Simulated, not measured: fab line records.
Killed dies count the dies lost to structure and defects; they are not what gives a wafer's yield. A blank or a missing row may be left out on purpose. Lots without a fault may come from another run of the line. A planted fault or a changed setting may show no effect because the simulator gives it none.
Which tool did it? / flow rit-cmos / 7 lots with 21 wafers sampled at 2 steps, on a route of 202 steps

## WHAT EACH GAUGE READ, for each wafer
RIT_M1_CD_MEAS_90: the cd target is 2600 nm.
lot=L271; measured=day 3 16:52; on=cd-sem-01; cd-nm (nm)=2598.9 2603.5 2602.2
lot=L274; measured=day 4 15:13; on=cd-sem-02; cd-nm (nm)=2604.4 2603.0 2604.2
lot=L276; measured=day 4 20:54; on=cd-sem-02; cd-nm (nm)=2596.7 2600.7 2599.4
lot=L278; measured=day 5 08:53; on=cd-sem-01; cd-nm (nm)=2604.1 2604.4 2604.6
lot=L286; measured=day 6 20:09; on=cd-sem-02; cd-nm (nm)=2618.5 2615.1 2614.5
lot=L289; measured=day 7 10:44; on=cd-sem-01; cd-nm (nm)=2601.3 2601.3 2600.9
lot=L292; measured=day 8 02:39; on=cd-sem-02; cd-nm (nm)=2600.5 2602.0 2601.3

## TOOL THAT RAN EACH LOT (tool first, then ch and the chambers of the sampled wafers, then the start)
lot=L271; RIT_M1_METAL_ETCH_12=rie-metal-03 ch 0,1, day 3 16:22
lot=L274; RIT_M1_METAL_ETCH_12=rie-metal-03 ch 0,1, day 4 14:41
lot=L276; RIT_M1_METAL_ETCH_12=rie-metal-01 ch 0,1, day 4 20:22
lot=L278; RIT_M1_METAL_ETCH_12=rie-metal-02 ch 1, day 5 08:22
lot=L286; RIT_M1_METAL_ETCH_12=rie-metal-03 ch 0,1, day 6 19:38
lot=L289; RIT_M1_METAL_ETCH_12=rie-metal-02 ch 0,1, day 7 10:14
lot=L292; RIT_M1_METAL_ETCH_12=rie-metal-02 ch 0,1, day 8 02:07
- RIT_M1_METAL_ETCH_12: etches Al in Cl2/BCl3, stops on SiO2, time 165 s, target depth 600 nm.

## THE ANSWER, worked out from the rows above alone
Rule: what is usual is taken from the lots themselves. The widest of any qualifying gaps counts: lots, ordered by their means at a reading, are off when they make up no more than a third of the lots, leave a main group of 4 or more, and stand apart from it by 3 or more times the standard deviation of that group's means. If all means in a main group match to the digits the tables above print for the reading, that group is not used. Also off: a lot with no number at a reading for which 4 or more lots have one. The other lots that the step has rows for count as sound.
Off, at RIT_M1_CD_MEAS_90 on cd-nm: L286. The main group has a mean of 2601.9 nm with a standard deviation of 1.8.
A tool fits if, at a process step before that reading, it ran every lot that is off, and no sound lot after the first of them. Gauges at RIT_M1_CD_MEAS_90: tried the same way as those tools. One fits: RIT_M1_METAL_ETCH_12 on rie-metal-03. A fault onset in the window from L274 (day 4 14:41, its last sound lot) to L286 (day 6 19:38, its first lot off) fits.

## WHAT HAD BEEN PUT IN BY THE SIMULATOR
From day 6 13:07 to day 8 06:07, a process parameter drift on rie-metal-03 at RIT_M1_METAL_ETCH_12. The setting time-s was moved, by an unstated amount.
Shown lots that were struck: L286. The rule above reached the same finding.
